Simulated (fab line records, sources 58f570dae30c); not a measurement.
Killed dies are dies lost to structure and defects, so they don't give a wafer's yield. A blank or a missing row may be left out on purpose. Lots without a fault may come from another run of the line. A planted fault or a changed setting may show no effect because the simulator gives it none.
Problem report in the 8D (eight disciplines) form, filled by code | flow berkeley_cmos170 | the parts of the form that need people (team, actions taken, sign-off) are left out

1. THE PROBLEM
bias_w at UCB170_M3_ETCH_17 reads a mean of 117.52 W on 1 wafer of 1 lot; wafers without a fault read 99.99 W with a standard deviation of 0.29. That is +60 standard deviations from the usual mean.
The step: etches BARC in N2/H2.
First seen on wafer L945.4, day 12 09:46, on rie_diel-02. The record holds 39 wafers of 13 lots with a number at this step. Rule for "out", or "out of limits": more than 4 standard deviations from the usual mean. The other wafers with a number count as sound.

2. WHAT IT IS AND WHAT IT IS NOT
question                    | is                | is not
which readings at this step | bias_w            | drypump_motor_current_A, throttle_valve_pct
which lots                  | L945              | L931, L934, L936, L937, L939, L940, L941, L942, L943, L944, L951, L952
which wafers of those lots  | L945.4            | L945.2, L945.3
read on which tools         | rie_diel-02       | rie_diel-01, rie_diel-04
when                        | from day 12 09:46 | up to then (32 sound wafers); but 6 sound wafers of L951, L952 came after

3. SUSPECTS, AND WHAT RULES EACH OUT
Counting: a tool at a process step up to the reading stays a suspect if it ran every lot that is out. Sound lots after the first of them don't rule it out here, since some wafers of a struck lot are sound.
- plasma_asher-03 at UCB170_CONTACT_STRIP_19 (strips in O2): kept. It ran the lot that is out, L945 (day 11 15:44); its last sound lot up to then is L943 (day 11 07:17).
- rie_diel-02 at UCB170_M3_ETCH_17 (etches BARC in N2/H2): kept. It ran the lot that is out, L945 (day 12 09:46); its last sound lot up to then is L944 (day 11 22:46). Its own readings are out on those wafers: bias_w.
- Within plasma_asher-03 at UCB170_CONTACT_STRIP_19: the wafers that are out ran in chamber 1; their sound lot-mates ran in chamber 0.
- Within rie_diel-02 at UCB170_M3_ETCH_17: the wafers that are out ran in chamber 2; their sound lot-mates ran in chambers 1, 3.
Left after counting: plasma_asher-03 at UCB170_CONTACT_STRIP_19, rie_diel-02 at UCB170_M3_ETCH_17.

4. THE CAUSE (what the simulator had put in)
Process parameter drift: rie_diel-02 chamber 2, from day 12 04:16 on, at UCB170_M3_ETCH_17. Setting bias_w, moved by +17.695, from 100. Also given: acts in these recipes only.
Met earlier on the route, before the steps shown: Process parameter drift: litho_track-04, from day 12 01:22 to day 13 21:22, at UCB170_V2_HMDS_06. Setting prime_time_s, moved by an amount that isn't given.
Counting left 2 suspects, and this tool is among them.

5. THE CHAIN OF EFFECTS, in route order
Each row: a reading whose mean over the struck wafers that have a number lies more than 3 standard deviations from the usual. Only readings for which the record gives a usual standard deviation are gone through. hours: the time from each lot's start at the first step in this table that gives one to its start at this step, as a median over the lots. sigmas: the change in usual standard deviations.
hours | step              | reading        | usual      | on struck wafers | change | sigmas
0     | UCB170_M3_ETCH_17 | bias_w         | 99.99 W    | 117.52           | +17.53 | +60
0     | UCB170_M3_ETCH_17 | oes_product_au | 0.994 a.u. | 1.068            | +0.074 | +3.5
The process steps in it:
- UCB170_M3_ETCH_17: etches BARC in N2/H2.

6. WHAT WOULD HAVE CAUGHT IT SOONER
In this record the first reading out of limits was taken at day 12 09:46, 6 hours after the fault began at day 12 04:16.
